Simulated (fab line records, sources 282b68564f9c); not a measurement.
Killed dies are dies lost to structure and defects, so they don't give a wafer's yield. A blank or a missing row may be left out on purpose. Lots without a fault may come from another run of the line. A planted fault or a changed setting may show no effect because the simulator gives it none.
Which tool did it? | flow rit_cmos | 14 lots, 42 wafers sampled, at 2 steps of a route of 202

WHAT THE GAUGES READ, wafer by wafer
RIT_M1_CD_MEAS_90: target cd 2600 nm. Usual: cd_nm 2601 nm, standard deviation 3.3.
lot  | measured    | on        | cd_nm (nm)                    | flag
L394 | day 3 08:44 | cd_sem-01 | 2600 2604 2607                |
L395 | day 3 13:34 | cd_sem-02 | 2600 2601 2605                |
L396 | day 3 20:16 | cd_sem-02 | 2600 2600 2599                |
L397 | day 4 00:26 | cd_sem-02 | 2600 2606 2605                |
L398 | day 4 05:13 | cd_sem-01 | 2596 2605 2604                |
L399 | day 4 09:04 | cd_sem-02 | 2600 2600 2600                |
L401 | day 4 19:19 | cd_sem-02 | 2601 2605 2599                |
L402 | day 4 23:57 | cd_sem-01 | 2602 2581 2603 2602 2581 2602 |
L405 | day 5 15:11 | cd_sem-01 | 2579 2599 2598 2580 2599 2598 |
L407 | day 6 00:47 | cd_sem-01 | 2604 2604 2606                |
L409 | day 6 09:44 | cd_sem-02 | 2601 2600 2602                |
L411 | day 6 20:34 | cd_sem-01 | 2605 2604 2605                |
L416 | day 7 20:47 | cd_sem-02 | 2604 2605 2604                |
L417 | day 8 04:36 | cd_sem-02 | 2598 2596 2598                |

WHICH TOOL RAN EACH LOT (tool, then ch and the chambers of the sampled wafers, then the start)
lot  | RIT_M1_METAL_ETCH_12
L394 | rie_metal-01 ch 0,1, day 3 08:10
L395 | rie_metal-02 ch 0,1, day 3 13:04
L396 | rie_metal-03 ch 0,1, day 3 19:44
L397 | rie_metal-01 ch 0,1, day 3 23:55
L398 | rie_metal-02 ch 0,1, day 4 04:42
L399 | rie_metal-03 ch 0,1, day 4 08:34
L401 | rie_metal-02 ch 0,1, day 4 18:47
L402 | rie_metal-03 ch 0,1, day 4 23:25
L405 | rie_metal-03 ch 0,1, day 5 14:40
L407 | rie_metal-02 ch 0,1, day 6 00:15
L409 | rie_metal-01 ch 0,1, day 6 09:13
L411 | rie_metal-02 ch 0,1, day 6 20:04
L416 | rie_metal-02 ch 0, day 7 20:17
L417 | rie_metal-03 ch 0,1, day 8 04:04
- RIT_M1_METAL_ETCH_12: etches Al in Cl2/BCl3, stops on SiO2, time 165 s, target depth 600 nm.

WHAT THE TOOLS THEMSELVES READ (means of the sampled wafers that have a number; where no wafer has one, the mark that the record gives instead)
RIT_M1_METAL_ETCH_12. Usual: chamber_pressure_mTorr 100.00 mTorr, standard deviation 0.086; drypump_motor_current_A 5.5 A, standard deviation 0.5; oes_product_au 0.781 a.u., standard deviation 0.014; rf_fwd_power_W 248.8 W, standard deviation 0.75; throttle_valve_pct 8.25 %, standard deviation 0.052.
lot  | tool         | chamber_pressure_mTorr (mTorr) | drypump_motor_current_A (A) | oes_product_au (a.u.) | rf_fwd_power_W (W) | throttle_valve_pct (%) | flag
L394 | rie_metal-01 | 100.04                         | 5.3                         | 0.773                 | 249.0              | 8.17                   |
L395 | rie_metal-02 | 100.05                         | 6.0                         | 0.800                 | 248.8              | 8.29                   |
L396 | rie_metal-03 | 100.05                         | 5.4                         | 0.783                 | 248.1              | 8.27                   |
L397 | rie_metal-01 | 100.03                         | 5.3                         | 0.771                 | 249.0              | 8.17                   |
L398 | rie_metal-02 | 100.04                         | 5.9                         | 0.790                 | 248.8              | 8.26                   |
L399 | rie_metal-03 | 100.00                         | 5.0                         | 0.784                 | 249.0              | 8.25                   |
L401 | rie_metal-02 | 99.97                          | 6.0                         | 0.801                 | 249.9              | 8.29                   |
L402 | rie_metal-03 | 100.00                         | 5.0                         | 0.771                 | 281.8              | 8.25                   | OFF
L405 | rie_metal-03 | 99.95                          | 5.0                         | 0.766                 | 282.2              | 8.26                   | OFF
L407 | rie_metal-02 | 99.97                          | 5.9                         | 0.785                 | 249.0              | 8.26                   |
L409 | rie_metal-01 | 100.04                         | 5.6                         | 0.769                 | 249.3              | 8.21                   |
L411 | rie_metal-02 | 100.00                         | 5.8                         | 0.790                 | 248.0              | 8.26                   |
L416 | rie_metal-02 | 100.00                         | 5.7                         | 0.770                 | 248.5              | 8.22                   |
L417 | rie_metal-03 | 100.03                         | 5.4                         | 0.782                 | 248.5              | 8.27                   |

THE ANSWER, worked out from the rows above alone
Rule: a lot is off if the mean of its wafers that have a number lies more than 3 standard deviations from the usual mean. A lot without any number at a reading at which 4 lots or more have one is off too. The other lots that the step has rows for count as sound. The gauges are gone through in route order, then the tools' own readings, and for those a lot's mean is taken as printed above. The first step at which some lot is off is used, and at that step the reading that is off furthest; a lot without a number counts as furthest.
Off: L402, L405, at RIT_M1_METAL_ETCH_12 (rf_fwd_power_W).
A tool fits if, at that step or a process step before it, it ran every lot that is off, and no sound lot after the first of them. None of those tried fits.

WHAT THE SIMULATOR HAD PUT IN
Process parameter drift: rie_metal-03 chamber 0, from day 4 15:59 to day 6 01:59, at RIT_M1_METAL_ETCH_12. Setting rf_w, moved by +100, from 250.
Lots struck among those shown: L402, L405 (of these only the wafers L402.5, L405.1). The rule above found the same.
